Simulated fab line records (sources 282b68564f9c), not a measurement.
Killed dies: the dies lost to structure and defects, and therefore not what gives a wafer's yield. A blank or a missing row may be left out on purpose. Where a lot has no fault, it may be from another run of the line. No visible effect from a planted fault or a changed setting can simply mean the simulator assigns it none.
2 desks, one fault    flow rit-cmos    each desk holds nothing but its own numbers, with what lay behind them at the end

== METROLOGY DESK ==
Means of the sampled wafers that have a number, per lot and without regard to the tool the lot ran on: this is what the gauges read. Marked OUT: a lot whose mean sits more than 4 standard deviations from the usual mean, which makes it out of limits; the brackets give that distance.
Columns: A = PWELL_RS at RIT_WELLDRIVE_RS_MEAS_02, usual 429.1 ohm/sq
lot   first seen here  A
L169  day 2 11:00      429.9
L170  day 2 16:38      428.9
L171  day 3 01:50      428.4
L172  day 3 03:05      428.9
L173  day 3 07:08      427.9
L174  day 3 15:58      430.3
L175  day 3 18:50      429.1
L182  day 5 12:11      429.1
L183  day 5 12:11      437.2 (+6.3) OUT
L184  day 5 17:16      436.1 (+5.4) OUT
L186  day 6 04:12      429.3
L187  day 6 07:07      430.4
L188  day 6 13:35      427.2
L189  day 6 18:57      428.4
This desk reports L183, L184 out of limits; the earliest was L183 at day 5 12:11 (PWELL_RS at RIT_WELLDRIVE_RS_MEAS_02). L169, L170, L171, L172, L173, L174, L175, L182, L186, L187, L188, L189: within limits.

== DESK OF THE TOOL OWNER: implanter-02 ==
For each lot that ran on this tool, the mean over its sampled wafers that have a number, from the tool's own readings at RIT_PWELL_IMPLANT_08. Marked OUT: a lot whose mean sits more than 4 standard deviations from the usual mean, which makes it out of limits; the brackets give that distance.
Columns: A = beam-energy-keV at RIT_PWELL_IMPLANT_08, usual 170.00
lot   first seen here  A
L170  day 2 09:00      170.02
L171  day 2 20:08      170.10
L175  day 3 13:14      170.01
L183  day 5 03:00      144.82 (-99 or more) OUT
L184  day 5 11:39      144.73 (-99 or more) OUT
This desk finds L183, L184 out of limits, L183 being first, at day 5 03:00 (beam-energy-keV at RIT_PWELL_IMPLANT_08). L170, L171, L175: within limits.

== TAKEN TOGETHER ==
At day 5 03:00, on L183, L184, the tool owner's desk was in a position to raise an alarm.
At day 5 12:11 the metrology desk could have sounded an alarm, on L183, L184.
Of the lots named, all ran RIT_PWELL_IMPLANT_08 on implanter-02.

== WHAT WAS PUT IN BY THE SIMULATOR ==
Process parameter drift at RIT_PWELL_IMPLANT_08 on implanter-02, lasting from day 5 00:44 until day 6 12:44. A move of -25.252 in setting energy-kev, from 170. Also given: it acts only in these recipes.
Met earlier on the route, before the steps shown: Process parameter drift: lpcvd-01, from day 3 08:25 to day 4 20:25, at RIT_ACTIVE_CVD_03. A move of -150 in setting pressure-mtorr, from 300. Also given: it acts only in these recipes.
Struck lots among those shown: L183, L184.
Hours from the fault's start to each desk's first reading out of limits: the tool owner's desk, 2; the metrology desk, 11.
